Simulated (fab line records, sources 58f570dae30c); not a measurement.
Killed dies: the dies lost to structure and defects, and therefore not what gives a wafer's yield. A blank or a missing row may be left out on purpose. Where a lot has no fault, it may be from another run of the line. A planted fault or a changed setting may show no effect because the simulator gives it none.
Which tool was responsible?	flow berkeley cmos170	36 wafers from 12 lots sampled at 4 of the route's 331 steps

WHAT THE GAUGES SHOWED, per wafer
UCB170_GATE_THK_MEAS_02. Usual: GATE_OXIDE_THK 6.57 nm, standard deviation 0.12.
lot	measured	on	GATE_OXIDE_THK (nm)	flag
L228	day 6 05:55	film metro-03	6.55 6.62 6.77	
L229	day 6 18:10	film metro-04	6.63 6.66 6.54	
L232	day 7 22:35	film metro-03	6.68 6.68 6.74	
L230	day 7 22:36	film metro-01	6.50 6.51 6.59	
L231	day 7 22:40	film metro-01	6.59 6.60 6.65	
L236	day 8 23:04	film metro-01	6.58 6.57 6.60	
L240	day 9 12:10	film metro-03	6.38 6.50 6.46	
L239	day 9 12:14	film metro-04	6.39 6.40 6.41	
L244	day 10 10:40	film metro-04	6.50 6.53 6.64	
L245	day 10 19:02	film metro-01	6.70 6.60 6.60	
L247	day 11 00:33	film metro-01	6.68 6.67 6.74	
L249	day 11 14:24	film metro-04	6.44 6.39 6.42	

UCB170_GATE_OVL_MEAS_13. Usual: GATE_OVL 3 nm, standard deviation 4.7.
lot	measured	on	GATE_OVL (nm)	flag
L228	day 6 16:11	overlay-02	3 -2 6	
L229	day 7 03:41	overlay-01	7 6 12	
L232	day 8 09:29	overlay-02	8 6 7	
L230	day 8 09:23	overlay-01	13 9 10	
L231	day 8 09:51	overlay-01	0 2 -2	
L236	day 9 08:44	overlay-01	3 3 -3	
L240	day 9 20:30	overlay-01	4 5 -5	
L239	day 9 19:40	overlay-02	9 13 8	
L244	day 10 20:12	overlay-02	1 -5 -4	
L245	day 11 04:16	overlay-01	5 6 5	
L247	day 11 11:37	overlay-02	5 2 6	
L249	day 12 01:32	overlay-02	4 9 7	

UCB170_M2_CD_MEAS_15: the cd target is 700 nm. Usual: 700.3 nm for cd nm, sd 1.3.
lot	measured	on	cd nm (nm)	flag
L228	day 8 02:35	cd sem-01	698.1 698.4 698.2	
L229	day 8 14:29	cd sem-01	700.0 699.8 702.1	
L232	day 9 17:19	cd sem-02	702.0 701.8 701.6	
L230	day 9 17:39	cd sem-02	701.1 703.2 700.6	
L231	day 9 20:34	cd sem-02	698.5 697.5 698.4	
L236	day 10 15:30	cd sem-01	701.1 699.7 699.0	
L240	day 11 03:32	cd sem-02	698.1 699.7 697.9	
L239	day 11 03:12	cd sem-01	699.9 700.0 701.3	
L244	day 12 04:57	cd sem-02	701.6 699.3 700.7	
L245	day 12 12:17	cd sem-02	701.5 700.1 701.1	
L247	day 13 00:08	cd sem-02	699.1 698.7 700.2	
L249	day 13 14:27	cd sem-02	699.9 700.1 700.0	

TOOL THAT RAN EACH LOT (tool first, then ch and the chambers of the sampled wafers, then the start)
lot	UCB170_GATE_ETCH_15
L228	rie si-02 ch 1,2,3, day 6 16:16
L229	rie si-01 ch 0,2,3, day 7 03:46
L232	rie si-01 ch 0,1,2, day 8 09:34
L230	rie si-02 ch 1,3, day 8 09:27
L231	rie si-02 ch 0,1,2, day 8 09:55
L236	rie si-01 ch 0,2,3, day 9 08:48
L240	rie si-01 ch 0,3, day 9 20:35
L239	rie si-01 ch 0,3, day 9 19:44
L244	rie si-02 ch 0,1,3, day 10 20:17
L245	rie si-02 ch 1,2, day 11 04:21
L247	rie si-02 ch 1,2,3, day 11 11:41
L249	rie si-02 ch 0,1,2, day 12 01:36
- UCB170_GATE_ETCH_15: etches poly-Si in HBr/Cl2, stops on SiO2, time 56.3 s, target depth 278.2 nm.

WHAT THE TOOLS THEMSELVES READ (means of the sampled wafers that have a number; where no wafer has one, the mark that the record gives instead)
UCB170_GATE_ETCH_15. Usual: HBr_flow_sccm 150.0 sccm, standard deviation 0.44; bias w 150.0 W, standard deviation 0.44; drypump motor current A 5.7 A, standard deviation 0.33; oes product au 0.839 a.u., standard deviation 0.0089; throttle valve pct 26.41 %, standard deviation 0.19.
lot	tool	HBr_flow_sccm (sccm)	bias w (W)	drypump motor current A (A)	oes product au (a.u.)	throttle valve pct (%)	flag
L228	rie si-02	149.6	149.6	5.7	0.844	26.40	
L229	rie si-01	150.0	150.0	5.6	0.843	26.51	
L232	rie si-01	150.0	149.8	5.6	0.841	26.37	
L230	rie si-02	150.0	150.1	5.7	0.838	26.37	
L231	rie si-02	149.9	149.7	5.7	0.833	26.45	
L236	rie si-01	150.1	149.9	5.5	0.839	26.50	
L240	rie si-01	150.2	149.8	6.0	0.765	26.66	OFF
L239	rie si-01	150.3	149.8	5.9	0.765	26.63	OFF
L244	rie si-02	149.7	149.8	5.7	0.835	26.46	
L245	rie si-02	150.3	150.1	5.8	0.842	26.51	
L247	rie si-02	149.8	149.7	5.8	0.848	26.39	
L249	rie si-02	150.1	149.9	5.8	0.837	26.49	

THE ANSWER, worked out from the rows above alone
Rule: lot off if the mean of its wafers having a number is beyond 3 standard deviations from the usual mean. Also off: a lot with no number at a reading for which 4 or more lots have one. Any other lot the step has rows for is counted as sound. Order of review: gauges by route order, followed by the tools' own readings, for which a lot's mean as printed above is used. The first step at which some lot is off is used, and at that step the reading that is off furthest; a lot without a number counts as furthest.
Off: L240, L239, at UCB170_GATE_ETCH_15 (oes product au).
A tool fits if, at that step or a process step before it, it ran every lot that is off, and no sound lot after the first of them. One candidate fits, namely rie si-01 at UCB170_GATE_ETCH_15. A fault onset in the window from L236 (day 9 08:48, its last sound lot) to L239 (day 9 19:44, its first lot off) fits.
On the lots that are off, the tool's own readings at UCB170_GATE_ETCH_15 differ by more than 5 times the standard deviation of the sound lots' means, which bears it out; oes product au reads 0.765 a.u. there versus 0.840 a.u. on the sound lots.

WHAT HAD BEEN PUT IN BY THE SIMULATOR
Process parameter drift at UCB170_GATE_ETCH_15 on rie si-01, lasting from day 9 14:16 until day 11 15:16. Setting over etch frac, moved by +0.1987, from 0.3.
Shown lots that were struck: L240, L239. The same result came from the rule above.
